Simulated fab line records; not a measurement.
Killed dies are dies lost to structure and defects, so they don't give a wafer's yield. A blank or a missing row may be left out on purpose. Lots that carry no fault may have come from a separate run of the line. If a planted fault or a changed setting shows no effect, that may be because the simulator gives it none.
Which of the tools did it?	flow berkeley_cmos170	14 lots, 42 wafers sampled, at 4 steps of a route of 331

## WHAT THE GAUGES SHOWED, per wafer
UCB170_CONTACT_OVL_MEAS_16.
lot	measured	on	CONTACT_OVL (nm)
L836	day 8 21:03	overlay-01	-18 -6 -10
L837	day 8 20:22	overlay-02	1 10 0
L838	day 9 03:01	overlay-02	-6 -4 -6
L839	day 9 03:17	overlay-01	-1 -3 -5
L841	day 9 06:58	overlay-02	11 8 9
L840	day 9 13:42	overlay-02	-1 -7 4
L842	day 9 23:37	overlay-01	-11 -11 -14
L845	day 10 04:38	overlay-01	4 7 6
L844	day 10 03:43	overlay-02	-8 -8 -5
L846	day 10 13:14	overlay-02	-3 -8 -6
L847	day 10 13:41	overlay-02	-1 -5 4
L848	day 11 01:05	overlay-01	-3 -2 -2
L850	day 11 03:29	overlay-01	-13 -5 0
L853	day 11 04:59	overlay-01	-4 -13 -8

UCB170_M1_CD_MEAS_09: target cd 700 nm.
lot	measured	on	cd_nm (nm)
L836	day 8 23:16	cd_sem-01	701.6 699.2 702.2
L837	day 8 22:20	cd_sem-02	700.8 700.8 699.9
L838	day 9 05:04	cd_sem-02	696.8 698.6 698.1
L839	day 9 05:08	cd_sem-01	696.7 698.6 697.7
L841	day 9 09:55	cd_sem-02	700.5 699.5 699.3
L840	day 9 18:01	cd_sem-01	699.0 699.3 699.9
L842	day 10 03:49	cd_sem-02	699.8 700.3 699.4
L845	day 10 06:40	cd_sem-01	702.4 702.7 702.9
L844	day 10 06:25	cd_sem-02	699.8 700.2 699.5
L846	day 10 16:11	cd_sem-02	700.1 699.7 699.7
L847	day 10 17:02	cd_sem-02	699.5 699.1 698.7
L848	day 11 03:37	cd_sem-02	699.9 699.3 700.4
L850	day 11 05:17	cd_sem-02	697.3 697.4 697.2
L853	day 11 06:41	cd_sem-02	699.9 699.4 699.8

UCB170_V2_THK_MEAS_04.
lot	measured	on	V2_POLISHED_THK (nm)
L836	day 9 07:56	film_metro-03	998.1 1000.1 1001.3
L837	day 9 06:40	film_metro-03	1000.3 998.5 999.7
L838	day 9 14:11	film_metro-02	997.6 997.8 997.5
L839	day 9 17:59	film_metro-04	999.5 1000.4 999.4
L841	day 9 22:49	film_metro-02	1002.4 1000.0 1000.8
L840	day 10 06:11	film_metro-04	1003.0 1001.6 1001.1
L842	day 10 16:07	film_metro-04	999.3 999.9 1000.3
L845	day 10 18:46	film_metro-02	999.9 1000.1 1002.1
L844	day 10 15:48	film_metro-02	1002.2 999.9 1000.4
L846	day 11 01:56	film_metro-04	1000.7 1000.4 999.7
L847	day 11 05:19	film_metro-04	1000.2 1000.1 1000.7
L848	day 11 11:35	film_metro-03	1000.2 1001.6 1000.9
L850	day 11 14:41	film_metro-03	999.4 1000.3 1001.0
L853	day 11 15:52	film_metro-02	1001.3 1001.0 1001.0

## TOOL THAT RAN EACH LOT (tool first, then ch and the chambers of the sampled wafers, then the start)
lot	UCB170_PVT_IMPLANT_07
L836	implanter-04 ch 0, day 7 01:56
L837	implanter-02 ch 0, day 7 05:44
L838	implanter-02 ch 0, day 7 09:43
L839	implanter-04 ch 0, day 7 10:08
L841	implanter-04 ch 0, day 7 20:31
L840	implanter-01 ch 0, day 7 21:53
L842	implanter-02 ch 0, day 8 02:23
L845	implanter-04 ch 0, day 8 09:32
L844	implanter-01 ch 0, day 8 10:10
L846	implanter-01 ch 0, day 8 23:04
L847	implanter-04 ch 0, day 8 23:09
L848	implanter-02 ch 0, day 9 16:35
L850	implanter-04 ch 0, day 9 16:44
L853	implanter-04 ch 0, day 9 20:31
- UCB170_PVT_IMPLANT_07

## WHAT THE TOOLS THEMSELVES READ (means of the sampled wafers that have a number; where no wafer has one, the mark that the record gives instead)
UCB170_PVT_IMPLANT_07.
lot	tool	dose_ions_cm2
L836	implanter-04	1.9991e+12
L837	implanter-02	1.9998e+12
L838	implanter-02	2.0029e+12
L839	implanter-04	2.0010e+12
L841	implanter-04	1.9991e+12
L840	implanter-01	2.0004e+12
L842	implanter-02	2.0031e+12
L845	implanter-04	2.0012e+12
L844	implanter-01	2.0038e+12
L846	implanter-01	2.0047e+12
L847	implanter-04	2.0005e+12
L848	implanter-02	1.9993e+12
L850	implanter-04	1.9251e+12
L853	implanter-04	1.9255e+12

## THE ANSWER, worked out from the rows above alone
Rule: what is usual is taken from the lots themselves. Put in order of their means at a reading, lots are off if they are a third of the lots or fewer, leave a main group of 4 or more, and stand apart from it by a gap of 3 or more times the standard deviation of the main group's means; of several such gaps the widest counts. If all means in a main group match to the digits the tables above print for the reading, that group is not used. Also off: a lot with no number at a reading for which 4 or more lots have one. Where the step has rows for the other lots, those lots are counted as sound. Order of review: gauges by route order, followed by the tools' own readings, for which a lot's mean as printed above is used. The first step at which some lot is off is used, and at that step the reading that is off furthest; a lot without a number counts as furthest.
Off, at UCB170_PVT_IMPLANT_07 on dose_ions_cm2: L850, L853. Main group: mean 2.0012e+12, sd 1.8e+09.
A tool fits if, at that step or a process step before it, it ran every lot that is off, and no sound lot after the first of them. One fits: implanter-04 at UCB170_PVT_IMPLANT_07. A fault onset in the window from L847 (day 8 23:09, its last sound lot) to L850 (day 9 16:44, its first lot off) fits.
The tool's own readings at UCB170_PVT_IMPLANT_07 bear it out: on the lots that are off they differ by more than 5 times the standard deviation of the sound lots' means. dose_ions_cm2 reads 1.9253e+12 there against 2.0012e+12 on the sound lots.

## WHAT THE SIMULATOR PUT IN
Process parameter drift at UCB170_PVT_IMPLANT_07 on implanter-04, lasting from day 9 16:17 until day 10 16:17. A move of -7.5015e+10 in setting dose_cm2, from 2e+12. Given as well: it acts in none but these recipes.
Shown lots that were struck: L850, L853. The rule above reached the same finding.
